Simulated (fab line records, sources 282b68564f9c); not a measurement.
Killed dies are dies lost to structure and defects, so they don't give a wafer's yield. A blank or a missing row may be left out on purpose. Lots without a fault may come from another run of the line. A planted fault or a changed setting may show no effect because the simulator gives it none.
fab line records | flow rit_cmos
record lots=14 wafers=42 last_day=8
route steps=202 shown NLDD@111 M1@202
lots that met no fault: from a run of the same line without faults
start_h: hours from the record's first day to the start of the lot's first wafer shown | wait_h: hours since the lot's step before | " the same as in the row above | L1.1+2: a row that stands for several wafers | - no value, or no start given | * or withheld: withheld | < > ~ a bound
route shown NAME@n: a module of which the file shows steps, and the number in the route of the first | usual: mean/standard deviation of fault-free wafers | same: alike in all rows | chamber/n: place in a boat | sites: the reading at each site | _std_site: their standard deviation | _edge_site: outer sites' mean less inner sites' | radius_mm: how far each site lies from the wafer's centre | mask NAME#n: copy n | behind: the tool/chamber that last shaped the wafer | hold: why the lot was held/for how many hours/how that ended | device: the transistor (n, p or np) that didn't switch | end of line: the same wafers' tests at the end of the route | a step without rows: its recipe alone | killed: dies lost to structure and defects at the first sort, not the wafer's yield | map: a wafer's dies, x killed, . not, _ none there
set.NAME: the setting as run; set.NAME@STEP: as run at that earlier step | model.NAME: the simulator's own value behind a step, which no gauge read
steps of the route over a sample of lots; a table a step, a row a wafer
services: from which hour (start_h, from the record's first day; less than 0 if before it) a tool's chamber was out of use, for how many hours, and why
## steps
# step RIT_NLDD_IMPLANT_08
# recipe species=P energy_kev=20 dose_cm2=5e+14 tilt_deg=7
# usual beam_energy_keV=20.000/0.0064 tilt_deg=7.000/0.021
# columns lot.wafer tool chamber start_h wait_h beam_energy_keV tilt_deg
L179.4 implanter-04 0 45.78 0.1 20.015 6.973
L179.5 " 0 " " 20.004 7.002
L179.6 " 0 " " 19.999 6.988
L181.3 implanter-01 0 53.37 0.1 20.002 6.971
L181.5 " 0 " " 20.002 6.976
L181.6 " 0 " " 19.994 7.005
L182.2 implanter-04 0 58.52 0.1 19.995 6.985
L182.3 " 0 " " 19.999 6.975
L182.6 " 0 " " 19.993 7.000
L183.1 implanter-03 0 62.38 0.1 19.997 6.994
L183.4 " 0 " " 19.998 6.995
L183.5 " 0 " " 19.996 7.015
L184.3 implanter-01 0 66.27 0.1 19.994 6.984
L184.5 " 0 " " 20.005 7.024
L184.6 " 0 " " 20.000 6.999
L186.2 implanter-03 0 81.14 0.1 20.012 6.996
L186.5 " 0 " " 20.008 6.974
L186.6 " 0 " " 20.013 6.997
L187.1 implanter-04 0 83.59 0.1 19.992 6.980
L187.5 " 0 " " 20.003 7.012
L187.6 " 0 " " 19.992 7.002
L188.3 implanter-03 0 87.23 0.1 20.008 7.033
L188.4 " 0 " " 19.998 7.028
L188.5 " 0 " " 20.002 6.977
L192.4 implanter-03 0 108.24 0.1 26.003 7.045
L192.5 " 0 " " 26.005 6.981
L192.6 " 0 " " 26.000 7.030
L193.3 implanter-03 0 112.54 0.1 26.000 6.999
L193.5 " 0 " " 25.997 7.011
L193.6 " 0 " " 26.001 7.016
L194.1 implanter-04 0 118.80 0.1 20.001 7.002
L194.2 " 0 " " 20.006 7.028
L194.5 " 0 " " 20.004 7.007
L195.3 implanter-01 0 125.91 0.1 20.001 7.052
L195.4 " 0 " " 19.985 7.011
L195.5 " 0 " " 19.996 7.019
L196.3 implanter-04 0 139.19 0.1 19.995 7.010
L196.4 " 0 " " 19.991 7.006
L196.6 " 0 " " 19.983 7.008
L202.2 implanter-03 0 184.26 0.1 19.995 6.999
L202.3 " 0 " " 19.997 6.999
L202.4 " 0 " " 19.993 6.992
# step RIT_NLDD_TW_MEAS_10
# usual NLDD_TW=2504/14
# columns lot.wafer tool chamber start_h wait_h hold NLDD_TW
L179.4 film_metro-01 - 46.06 0.1 - 2498
L179.5 " - " " - 2498
L179.6 " - " " - 2513
L181.3 film_metro-04 - 53.67 0.1 - 2511
L181.5 " - " " - 2510
L181.6 " - " " - 2527
L182.2 film_metro-04 - 58.83 0.1 - 2535
L182.3 " - " " - 2525
L182.6 " - " " - 2538
L183.1 film_metro-01 - 62.71 0.1 - 2486
L183.4 " - " " - 2489
L183.5 " - " " - 2487
L184.3 film_metro-04 - 66.56 0.1 - 2528
L184.5 " - " " - 2520
L184.6 " - " " - 2515
L186.2 film_metro-01 - 81.45 0.1 - 2482
L186.5 " - " " - 2494
L186.6 " - " " - 2501
L187.1 film_metro-04 - 83.92 0.1 - 2511
L187.5 " - " " - 2500
L187.6 " - " " - 2514
L188.3 film_metro-02 - 87.52 0.1 - 2505
L188.4 " - " " - 2503
L188.5 " - " " - 2499
L192.4 film_metro-02 - 108.52 0.1 await_dispo/0.2h/release 2717
L192.5 " - " " await_dispo/0.2h/release 2689
L192.6 " - " " await_dispo/0.2h/release 2710
L192.4 film_metro-02 - 108.74 0.2 - 2689
L192.5 " - " " - 2698
L192.6 " - " " - 2695
L193.3 film_metro-02 - 112.83 0.1 await_dispo/0.2h/release 2695
L193.5 " - " " await_dispo/0.2h/release 2696
L193.6 " - " " await_dispo/0.2h/release 2694
L193.3 film_metro-02 - 113.06 0.2 - 2691
L193.5 " - " " - 2697
L193.6 " - " " - 2694
L194.1 film_metro-01 - 119.12 0.1 - 2478
L194.2 " - " " - 2501
L194.5 " - " " - 2484
L195.3 film_metro-04 - 126.20 0.1 - 2511
L195.4 " - " " - 2520
L195.5 " - " " - 2512
L196.3 film_metro-02 - 139.48 0.1 - 2507
L196.4 " - " " - 2502
L196.6 " - " " - 2514
L202.2 film_metro-01 - 184.57 0.1 - 2504
L202.3 " - " " - 2486
L202.4 " - " " - 2494
# step RIT_SDANNEAL_RS_MEAS_07
# recipe thk_meas_gauge=four-point-probe
# usual NLDD_RS=151.7/0.43
# columns lot.wafer tool chamber start_h wait_h hold NLDD_RS[ohm/sq]
L179.4 film_metro-04 - 54.51 0.1 - 151.1
L179.5 " - " " - 151.4
L179.6 " - " " - 150.8
L181.3 film_metro-01 - 61.71 0.1 - 151.7
L181.5 " - " " - 151.7
L181.6 " - " " - 151.8
L182.2 film_metro-04 - 67.14 0.1 - 151.2
L182.3 " - " " - 152.1
L182.6 " - " " - 151.5
L183.1 film_metro-04 - 70.87 0.1 - 151.8
L183.4 " - " " - 151.3
L183.5 " - " " - 151.4
L184.3 film_metro-04 - 74.58 0.1 - 151.3
L184.5 " - " " - 151.9
L184.6 " - " " - 151.8
L186.2 film_metro-02 - 89.53 0.1 - 152.2
L186.5 " - " " - 152.4
L186.6 " - " " - 152.2
L187.1 film_metro-02 - 91.91 0.1 - 152.0
L187.5 " - " " - 152.2
L187.6 " - " " - 152.3
L188.3 film_metro-04 - 95.27 0.1 - 152.2
L188.4 " - " " - 151.9
L188.5 " - " " - 151.6
L192.4 film_metro-02 - 122.07 0.1 await_dispo/0.2h/release 148.4
L192.5 " - " " await_dispo/0.2h/release 148.0
L192.6 " - " " await_dispo/0.2h/release 147.9
L192.4 film_metro-02 - 122.36 0.3 - 148.1
L192.5 " - " " - 148.2
L192.6 " - " " - 147.8
L194.1 film_metro-04 - 127.13 0.1 - 152.1
L194.2 " - " " - 151.5
L194.5 " - " " - 151.8
L193.3 film_metro-01 - 129.85 0.1 await_dispo/0.2h/release 147.4
L193.5 " - " " await_dispo/0.2h/release 147.7
L193.6 " - " " await_dispo/0.2h/release 147.3
L193.3 film_metro-01 - 130.14 0.3 - 147.5
L193.5 " - " " - 147.6
L193.6 " - " " - 147.3
L195.3 film_metro-04 - 133.99 0.1 - 151.4
L195.4 " - " " - 151.5
L195.5 " - " " - 152.2
L196.3 film_metro-02 - 147.50 0.1 - 152.2
L196.4 " - " " - 152.0
L196.6 " - " " - 151.8
L202.2 film_metro-01 - 193.07 0.1 - 151.8
L202.3 " - " " - 151.7
L202.4 " - " " - 152.3
# step RIT_M1_PROBE_99
# usual killed_at_contacts=0.1/0.25 killed_at_front_end=7/3.3 killed_dies=7/3.2 killed_open=3.6/2.2 killed_short=3.5/2
# same gross_dies=264 killed_at_M0_to_M3=0 killed_at_M4_up=0 killed_at_back_side=0 killed_at_other=0
# columns lot.wafer tool chamber start_h wait_h killed_at_contacts killed_at_front_end killed_dies killed_open killed_short
L192.4 prober-01 - 134.97 0.2 0 7 7 3 4
L192.5 prober-01 - 135.02 0.2 0 2 2 0 2
L192.6 prober-01 - 135.07 0.2 0 14 14 7 7
L193.3 prober-02 - 143.92 0.2 0 15 15 11 4
L193.5 prober-02 - 144.02 0.2 0 8 8 3 5
L193.6 prober-02 - 144.07 0.2 0 6 6 4 2
# killed by level:class
L192.4 FOX1:geometric_particle:open=2 GATE:geometric_particle:short=2 FOX1:geometric_particle:short=1 FOX2:geometric_particle:short=1 REOX:geometric_particle:open=1
L192.5 FOX1:geometric_particle:short=1 SILICIDE:geometric_particle:short=1
L192.6 GATE:geometric_particle:open=5 GATE:geometric_particle:short=4 REOX:geometric_particle:short=2 FOX1:geometric_particle:short=1 REOX:geometric_particle:open=1 SPACER:geometric_particle:open=1
L193.3 GATE:geometric_particle:open=8 GATE:geometric_particle:short=2 ACTIVE:geometric_particle:open=1 FOX1:geometric_particle:open=1 FOX2:geometric_particle:short=1 REOX:geometric_particle:short=1 SPACER:geometric_particle:open=1
L193.5 GATE:geometric_particle:short=4 GATE:geometric_particle:open=2 SPACER:geometric_particle:open=1 SPACER:geometric_particle:short=1
L193.6 GATE:geometric_particle:short=2 FOX1:geometric_particle:open=1 FOX2:geometric_particle:open=1 GATE:geometric_particle:open=1 REOX:geometric_particle:open=1
## services
# columns tool chamber start_h hours kind
implanter-03 - 50.78 3.0 pm
implanter-03 - 56.03 3.3 repair
implanter-03 - 65.24 1.3 repair
## key
first_sign step=RIT_NLDD_IMPLANT_08 reading=beam_energy_keV direction=up sigmas=99+ usual=20.000 struck=26.001
effect step=RIT_NLDD_TW_MEAS_10 reading=visit direction=added
effect step=RIT_NLDD_TW_MEAS_10 reading=NLDD_TW direction=up sigmas=14 usual=2504 struck=2700
effect step=RIT_SDANNEAL_RS_MEAS_07 reading=NLDD_RS direction=down sigmas=9.1 usual=151.7 struck=147.8
met_at RIT_NLDD_IMPLANT_08
struck_lots L192,L193
tester_left_out L192,L193
onset_between 87.23 108.24
fault kind=process_parameter_drift tool=implanter-03 chamber=- onset_h=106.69 steps=RIT_NLDD_IMPLANT_08 channel=energy_kev offset=6 shape=step end_h=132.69 acts_in=these_recipes_only stated=20
# tester_left_out: of these lots the tester's yield and bins aren't shown, on N5 and GAA mostly nor the transistor test; their killed dies are dies lost to structure and defects alone, not to doping, threshold or leakage, so they don't give the yield
